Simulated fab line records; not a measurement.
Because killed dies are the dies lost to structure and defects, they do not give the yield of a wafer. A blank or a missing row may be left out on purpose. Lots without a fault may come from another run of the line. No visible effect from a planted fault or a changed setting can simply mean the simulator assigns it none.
The tool behind it: which one? | flow ritCmos | 15 lots, 45 wafers sampled, at 4 steps of a route of 202

WHAT EACH GAUGE READ, for each wafer
RIT_NLDD_OVL_MEAS_06. Usual: NLDD_OVL typically reads 0.0 nm, with standard deviation 1.2.
lot  | measured    | on         | NLDD_OVL (nm)  | flag
L878 | day 2 18:25 | overlay-02 | 0.3 -1.0 0.9   | 
L879 | day 3 00:02 | overlay-01 | -0.3 -2.0 -1.5 | 
L880 | day 3 06:14 | overlay-02 | 0.3 0.9 0.9    | 
L881 | day 3 08:59 | overlay-02 | 0.8 0.6 1.6    | 
L882 | day 3 14:41 | overlay-02 | 0.0 -0.9 -0.2  | 
L883 | day 3 18:58 | overlay-02 | 0.9 0.3 -0.8   | 
L884 | day 3 23:08 | overlay-02 | -0.4 2.2 -0.7  | 
L885 | day 4 05:46 | overlay-02 | 0.8 0.5 0.0    | 
L886 | day 4 10:05 | overlay-02 | 0.7 0.1 0.5    | 
L889 | day 5 01:23 | overlay-01 | 0.7 -0.1 0.4   | 
L890 | day 5 04:31 | overlay-01 | -0.9 -1.8 -1.1 | 
L892 | day 5 15:42 | overlay-01 | 1.5 2.6 2.3    | 
L893 | day 5 19:47 | overlay-02 | -0.1 -2.3 -1.7 | 
L897 | day 6 15:41 | overlay-01 | 1.2 2.3 1.7    | 
L898 | day 6 21:11 | overlay-02 | 0.8 -0.4 -1.3  | 

RIT_PLDD_TW_MEAS_10. Usual: PLDD_TW typically reads 2349, with standard deviation 9.6.
lot  | measured    | on           | PLDD_TW                       | flag
L878 | day 2 20:37 | filmMetro-02 | 2364 2361 2357                | 
L879 | day 3 01:58 | filmMetro-03 | 2350 2351 2358                | 
L880 | day 3 08:20 | filmMetro-04 | 2348 2360 2365                | 
L881 | day 3 11:02 | filmMetro-03 | 2361 2347 2367                | 
L882 | day 3 16:50 | filmMetro-03 | 2358 2353 2348                | 
L883 | day 3 21:02 | filmMetro-02 | 2336 2342 2351                | 
L884 | day 4 01:26 | filmMetro-02 | 2341 2345 2363                | 
L885 | day 4 07:42 | filmMetro-04 | 2333 2336 2329                | 
L886 | day 4 12:11 | filmMetro-03 | 2352 2356 2342                | 
L889 | day 5 03:26 | filmMetro-02 | 2714 2706 2723 2717 2724 2718 | OFF
L890 | day 5 06:39 | filmMetro-04 | 2722 2725 2729 2726 2735 2735 | OFF
L892 | day 5 17:38 | filmMetro-03 | 2711 2697 2705 2714 2716 2704 | OFF
L893 | day 5 21:43 | filmMetro-03 | 2337 2339 2359                | 
L897 | day 6 17:41 | filmMetro-02 | 2355 2353 2358                | 
L898 | day 6 23:14 | filmMetro-02 | 2348 2347 2343                | 

RIT_SDANNEAL_RS_MEAS_06: uses a four-point probe to measure. Usual: PLDD_RS typically reads 178.9 ohm/sq, with standard deviation 0.47.
lot  | measured    | on           | PLDD_RS (ohm/sq)                    | flag
L878 | day 3 03:07 | filmMetro-02 | 178.5 179.2 178.9                   | 
L879 | day 3 08:08 | filmMetro-02 | 179.4 179.0 178.8                   | 
L880 | day 3 14:44 | filmMetro-02 | 179.3 179.1 179.6                   | 
L881 | day 3 18:25 | filmMetro-04 | 179.0 179.1 179.5                   | 
L882 | day 3 23:15 | filmMetro-04 | 178.6 178.6 178.5                   | 
L883 | day 4 03:13 | filmMetro-03 | 178.6 178.8 178.2                   | 
L884 | day 4 07:46 | filmMetro-03 | 179.3 178.6 178.3                   | 
L885 | day 4 13:55 | filmMetro-04 | 179.8 179.7 180.3                   | 
L886 | day 4 18:32 | filmMetro-04 | 179.0 179.2 179.1                   | 
L889 | day 5 11:52 | filmMetro-04 | 153.0 153.2 153.0 152.8 153.1 152.7 | OFF
L890 | day 5 20:34 | filmMetro-04 | 154.0 153.4 153.6 153.3 153.5 153.7 | OFF
L892 | day 6 08:12 | filmMetro-04 | 153.1 153.4 153.1 153.0 153.2 153.4 | OFF
L893 | day 6 04:11 | filmMetro-02 | 178.9 178.1 178.3                   | 
L897 | day 7 00:03 | filmMetro-04 | 178.9 178.1 178.5                   | 
L898 | day 7 05:28 | filmMetro-03 | 179.1 178.9 178.6                   | 

EACH LOT AND THE TOOL THAT RAN IT (in order: tool; ch and the chambers of the sampled wafers; start)
lot  | RIT_PLDD_IMPLANT_08
L878 | implanter-04 ch 0, day 2 20:18
L879 | implanter-04 ch 0, day 3 01:40
L880 | implanter-03 ch 0, day 3 08:01
L881 | implanter-01 ch 0, day 3 10:44
L882 | implanter-04 ch 0, day 3 16:31
L883 | implanter-03 ch 0, day 3 20:43
L884 | implanter-03 ch 0, day 4 01:08
L885 | implanter-04 ch 0, day 4 07:25
L886 | implanter-04 ch 0, day 4 11:53
L889 | implanter-04 ch 0, day 5 03:07
L890 | implanter-04 ch 0, day 5 06:20
L892 | implanter-04 ch 0, day 5 17:19
L893 | implanter-03 ch 0, day 5 21:25
L897 | implanter-03 ch 0, day 6 17:22
L898 | implanter-01 ch 0, day 6 22:55
- RIT_PLDD_IMPLANT_08

WHAT THE TOOLS THEMSELVES READ (means of the sampled wafers that have a number; where no wafer has one, the mark that the record gives instead)
RIT_PLDD_IMPLANT_08. Usual: doseIonsCm2 8.998e+14, standard deviation 9.2e+11; endStationPressureTorr 7.3e-06 Torr, standard deviation 4.2e-07; faradayCurrentUA 2821, standard deviation 53.
lot  | tool         | doseIonsCm2 | endStationPressureTorr (Torr) | faradayCurrentUA | flag
L878 | implanter-04 | 9.008e+14   | 7.5e-06                       | 2757             | 
L879 | implanter-04 | 8.994e+14   | 7.6e-06                       | 2779             | 
L880 | implanter-03 | 9.014e+14   | 7.6e-06                       | 2860             | 
L881 | implanter-01 | 8.996e+14   | 7.4e-06                       | 2795             | 
L882 | implanter-04 | 8.997e+14   | 7.1e-06                       | 2793             | 
L883 | implanter-03 | 8.998e+14   | 7.3e-06                       | 2802             | 
L884 | implanter-03 | 9.004e+14   | 7.1e-06                       | 2857             | 
L885 | implanter-04 | 9.000e+14   | 7.7e-06                       | 2842             | 
L886 | implanter-04 | 9.005e+14   | 7.2e-06                       | 2781             | 
L889 | implanter-04 | 1.713e+15   | 9.4e-06                       | 5334             | OFF
L890 | implanter-04 | 1.714e+15   | 9.5e-06                       | 5421             | OFF
L892 | implanter-04 | 1.715e+15   | 9.6e-06                       | 5425             | OFF
L893 | implanter-03 | 8.985e+14   | 7.5e-06                       | 2838             | 
L897 | implanter-03 | 8.990e+14   | 7.6e-06                       | 2840             | 
L898 | implanter-01 | 8.989e+14   | 7.3e-06                       | 2796             | 

THE ANSWER, worked out from the rows above alone
Rule: a lot is off if the mean of its wafers that have a number lies more than 3 standard deviations from the usual mean. Also off: a lot with no number at a reading for which 4 or more lots have one. Any other lot the step has rows for is counted as sound. The gauges are gone through in route order, then the tools' own readings, and for those a lot's mean is taken as printed above. At the first step where some lot is off, the reading lying furthest off is the one used; lots without a number count as furthest.
Off: at RIT_PLDD_TW_MEAS_10 (PLDD_TW), L889, L890, L892.
If a tool, at a process step before that reading, ran all the lots that are off and no sound lot after the first of them, it fits. Not tried: the gauges at RIT_PLDD_TW_MEAS_10; whatever is off there is also off at RIT_PLDD_IMPLANT_08, on other tools, and gauge error can't account for it. One fits: implanter-04 at RIT_PLDD_IMPLANT_08. A fault onset in the window from L886 (day 4 11:53, its last sound lot) to L889 (day 5 03:07, its first lot off) fits.
The tool's own readings at RIT_PLDD_IMPLANT_08 bear it out: on the lots that are off they differ by more than 5 times the standard deviation of the sound lots' means. doseIonsCm2 reads 1.714e+15 there against 8.998e+14 on the sound lots; endStationPressureTorr reads 9.5e-06 Torr there against 7.4e-06 Torr on the sound lots; faradayCurrentUA reads 5393 there against 2812 on the sound lots.

WHAT THE SIMULATOR HAD INSERTED
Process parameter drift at RIT_PLDD_IMPLANT_08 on implanter-04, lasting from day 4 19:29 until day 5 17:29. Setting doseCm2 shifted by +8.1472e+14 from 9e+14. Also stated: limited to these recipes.
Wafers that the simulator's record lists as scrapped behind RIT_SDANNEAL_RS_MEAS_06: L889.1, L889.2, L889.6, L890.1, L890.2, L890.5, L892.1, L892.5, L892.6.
Shown lots that were struck: L889, L890, L892. Same finding as the rule above.
